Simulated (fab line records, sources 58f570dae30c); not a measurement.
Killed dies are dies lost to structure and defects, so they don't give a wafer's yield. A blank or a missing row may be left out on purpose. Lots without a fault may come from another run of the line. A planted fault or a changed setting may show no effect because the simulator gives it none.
Which tool did it? | flow berkeley_cmos170 | 15 lots, 45 wafers sampled, at 3 steps of a route of 331

WHAT THE GAUGES READ, wafer by wafer
UCB170_M1_CD_MEAS_09: target cd 700 nm.
lot  | measured     | on        | cd_nm (nm)
L647 | day 7 13:03  | cd_sem-02 | 697.7 698.8 699.7
L645 | day 7 13:18  | cd_sem-01 | 698.7 699.1 699.5
L646 | day 7 13:28  | cd_sem-02 | 698.5 700.1 700.9
L648 | day 7 15:25  | cd_sem-02 | 698.7 698.4 698.2
L649 | day 8 07:05  | cd_sem-01 | 700.6 699.9 697.8
L650 | day 8 07:16  | cd_sem-02 | 698.5 698.4 699.9
L654 | day 9 05:12  | cd_sem-01 | 701.8 701.1 699.9
L657 | day 9 07:52  | cd_sem-01 | 699.2 699.3 700.3
L658 | day 10 01:51 | cd_sem-01 | 698.2 697.9 698.9
L662 | day 10 09:19 | cd_sem-02 | 698.0 698.4 699.2
L660 | day 10 13:30 | cd_sem-01 | 698.2 701.0 701.1
L664 | day 10 13:08 | cd_sem-01 | 698.1 699.3 697.6
L665 | day 10 17:09 | cd_sem-01 | 697.1 698.6 698.0
L666 | day 11 12:39 | cd_sem-02 | 699.2 701.0 700.5
L668 | day 11 15:58 | cd_sem-02 | 701.3 700.5 701.6

UCB170_M1_CD_MEAS_90: target cd 700 nm.
lot  | measured     | on        | cd_nm (nm)
L647 | day 7 13:34  | cd_sem-02 | 701.9 702.3 703.2
L645 | day 7 13:44  | cd_sem-01 | 696.3 695.3 697.0
L646 | day 7 14:02  | cd_sem-01 | 701.2 703.7 701.8
L648 | day 7 15:51  | cd_sem-01 | 699.9 701.3 699.9
L649 | day 8 07:31  | cd_sem-01 | 702.0 698.9 698.6
L650 | day 8 07:44  | cd_sem-02 | 697.2 694.9 696.6
L654 | day 9 05:38  | cd_sem-01 | 702.6 701.5 701.8
L657 | day 9 08:20  | cd_sem-02 | 702.8 703.8 705.1
L658 | day 10 02:17 | cd_sem-01 | 695.0 694.5 696.0
L662 | day 10 09:45 | cd_sem-02 | 696.6 698.9 697.9
L660 | day 10 14:28 | cd_sem-01 | 701.6 701.3 701.2
L664 | day 10 14:06 | cd_sem-01 | 697.7 702.6 699.8
L665 | day 10 17:35 | cd_sem-02 | 701.6 700.4 700.2
L666 | day 11 13:05 | cd_sem-02 | 702.5 699.3 703.6
L668 | day 11 16:23 | cd_sem-02 | 698.0 699.8 697.2

WHICH TOOL RAN EACH LOT (tool, then ch and the chambers of the sampled wafers, then the start)
lot  | UCB170_M1_SPUTTER_00
L647 | pvd_sputter-02, day 7 11:50
L645 | pvd_sputter-04, day 7 12:05
L646 | pvd_sputter-01, day 7 12:22
L648 | pvd_sputter-02, day 7 14:13
L649 | pvd_sputter-01, day 8 05:13
L650 | pvd_sputter-04, day 8 05:20
L654 | pvd_sputter-02, day 9 03:46
L657 | pvd_sputter-02, day 9 06:12
L658 | pvd_sputter-04, day 9 23:15
L662 | pvd_sputter-01, day 10 08:00
L660 | pvd_sputter-02, day 10 11:21
L664 | pvd_sputter-04, day 10 11:21
L665 | pvd_sputter-01, day 10 15:23
L666 | pvd_sputter-01, day 11 11:14
L668 | pvd_sputter-04, day 11 14:41
- UCB170_M1_SPUTTER_00: material Al, target thk 600 nm, time 80 s.

WHAT THE TOOLS THEMSELVES READ (means of the sampled wafers that have a number; where no wafer has one, the mark that the record gives instead)
UCB170_M1_SPUTTER_00.
lot  | tool           | throttle_valve_pct (%)
L647 | pvd_sputter-02 | 28.3
L645 | pvd_sputter-04 | 30.5
L646 | pvd_sputter-01 | 29.4
L648 | pvd_sputter-02 | 29.9
L649 | pvd_sputter-01 | 29.3
L650 | pvd_sputter-04 | 31.0
L654 | pvd_sputter-02 | 30.2
L657 | pvd_sputter-02 | 29.4
L658 | pvd_sputter-04 | 30.5
L662 | pvd_sputter-01 | 29.4
L660 | pvd_sputter-02 | 30.9
L664 | pvd_sputter-04 | 30.4
L665 | pvd_sputter-01 | 29.3
L666 | pvd_sputter-01 | 29.3
L668 | pvd_sputter-04 | 30.2

THE ANSWER, worked out from the rows above alone
Rule: what is usual is taken from the lots themselves. Put in order of their means at a reading, lots are off if they are a third of the lots or fewer, leave a main group of 4 or more, and stand apart from it by a gap of 3 or more times the standard deviation of the main group's means; of several such gaps the widest counts. A main group whose means are all the same, to the digits that the tables above print for the reading, isn't used. A lot without any number at a reading at which 4 lots or more have one is off too. The other lots that the step has rows for count as sound. The gauges are gone through in route order, then the tools' own readings, and for those a lot's mean is taken as printed above. The first step at which some lot is off is used, and at that step the reading that is off furthest; a lot without a number counts as furthest.
No lot is off at any reading shown: from this, nothing can be told.

WHAT THE SIMULATOR HAD PUT IN
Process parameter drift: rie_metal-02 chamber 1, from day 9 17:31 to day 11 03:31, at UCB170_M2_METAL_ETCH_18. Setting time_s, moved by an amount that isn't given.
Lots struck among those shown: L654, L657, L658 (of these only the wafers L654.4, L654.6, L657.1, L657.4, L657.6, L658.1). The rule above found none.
